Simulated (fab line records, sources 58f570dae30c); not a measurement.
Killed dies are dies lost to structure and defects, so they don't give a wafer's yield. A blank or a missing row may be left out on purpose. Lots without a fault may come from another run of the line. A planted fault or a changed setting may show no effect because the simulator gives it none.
Tool commonality check | flow berkeley_cmos170 | 13 lots, 39 wafers sampled

WHY IT WAS OPENED
At UCB170_NLDD_TW_MEAS_11 the reading NLDD_TW is flagged on 1 of 13 lots. Wafers without a fault read 2221, standard deviation 17.
Rule: a lot is flagged when every wafer of it that has a number lies more than 4 standard deviations from that mean, or none has a number. The other lots count as sound.

lot  | measured     | on            | NLDD_TW, wafer by wafer | flag
L623 | day 7 15:27  | film_metro-03 | 2199 2199 2193          |
L625 | day 8 07:03  | film_metro-03 | 2208 2206 2206          |
L626 | day 8 10:10  | film_metro-03 | 2207 2208 2213          |
L629 | day 8 22:20  | film_metro-03 | 2206 2207 2206          |
L630 | day 9 02:44  | film_metro-04 | 2211 2212 2224          |
L632 | day 9 11:20  | film_metro-02 | 2226 2232 2246          |
L633 | day 9 11:59  | film_metro-02 | 30 30 31                | FLAGGED
L634 | day 10 07:34 | film_metro-03 | 2198 2194 2197          |
L640 | day 11 09:05 | film_metro-04 | 2219 2209 2219          |
L643 | day 11 16:23 | film_metro-04 | 2223 2228 2223          |
L644 | day 11 17:34 | film_metro-04 | 2222 2227 2228          |
L645 | day 12 19:29 | film_metro-04 | 2217 2224 2223          |
L646 | day 12 19:44 | film_metro-02 | 2218 2217 2235          |
The numbers of the flagged lots are 30 on average: -2191 against the usual, or -99 or more standard deviations.

WHICH TOOL RAN EACH LOT
The record holds 1 process step before the reading, out of a route of 331 steps. In each cell: the tool, then ch and the chambers that the sampled wafers went through, then the start.
lot  | flag    | UCB170_NLDD_EXPOSE_03
L623 |         | krf_scanner-02 ch 0, day 7 14:11
L625 |         | krf_scanner-02 ch 0, day 8 06:06
L626 |         | krf_scanner-01 ch 0, day 8 09:14
L629 |         | krf_scanner-01 ch 0, day 8 21:21
L630 |         | krf_scanner-02 ch 0, day 9 01:47
L632 |         | krf_scanner-02 ch 0, day 9 10:01
L633 | FLAGGED | krf_scanner-01 ch 0, day 9 11:00
L634 |         | krf_scanner-01 ch 0, day 10 05:44
L640 |         | krf_scanner-02 ch 0, day 11 08:08
L643 |         | krf_scanner-01 ch 0, day 11 14:24
L644 |         | krf_scanner-01 ch 0, day 11 15:55
L645 |         | krf_scanner-02 ch 0, day 12 18:21
L646 |         | krf_scanner-01 ch 0, day 12 18:42
What these steps do:
- UCB170_NLDD_EXPOSE_03: exposes mask NSELECT, target cd 1200 nm.
- UCB170_NLDD_TW_MEAS_11

FLAGGED OVER TOTAL, TOOL BY TOOL (the gauges that took the reading come last)
step                   | tool           | lots run | flagged | share of the flagged lots | sound lots run after its first flagged lot
UCB170_NLDD_EXPOSE_03  | krf_scanner-01 | 7        | 1       | all                       | 4 (L634,L643,L644,L646)
UCB170_NLDD_EXPOSE_03  | krf_scanner-02 | 6        | 0       | none                      | -
UCB170_NLDD_TW_MEAS_11 | film_metro-02  | 3        | 1       | all                       | 1 (L646)
UCB170_NLDD_TW_MEAS_11 | film_metro-03  | 5        | 0       | none                      | -
UCB170_NLDD_TW_MEAS_11 | film_metro-04  | 5        | 0       | none                      | -

WHAT THE TABLE ALLOWS
2 rows of the table ran every flagged lot: krf_scanner-01 at UCB170_NLDD_EXPOSE_03, film_metro-02 at UCB170_NLDD_TW_MEAS_11.
- krf_scanner-01 at UCB170_NLDD_EXPOSE_03: 1 of its 7 lots flagged. Sound lots ran on it after the first flagged one (L634, L643, L644, L646), which a lasting fault on the whole tool wouldn't allow.
- film_metro-02 at UCB170_NLDD_TW_MEAS_11: 1 of its 3 lots flagged. Sound lots ran on it after the first flagged one (L646), which a lasting fault on the whole tool wouldn't allow.
No row of the table ran every flagged lot and no sound lot after the first.

WHAT THE SIMULATOR HAD PUT IN
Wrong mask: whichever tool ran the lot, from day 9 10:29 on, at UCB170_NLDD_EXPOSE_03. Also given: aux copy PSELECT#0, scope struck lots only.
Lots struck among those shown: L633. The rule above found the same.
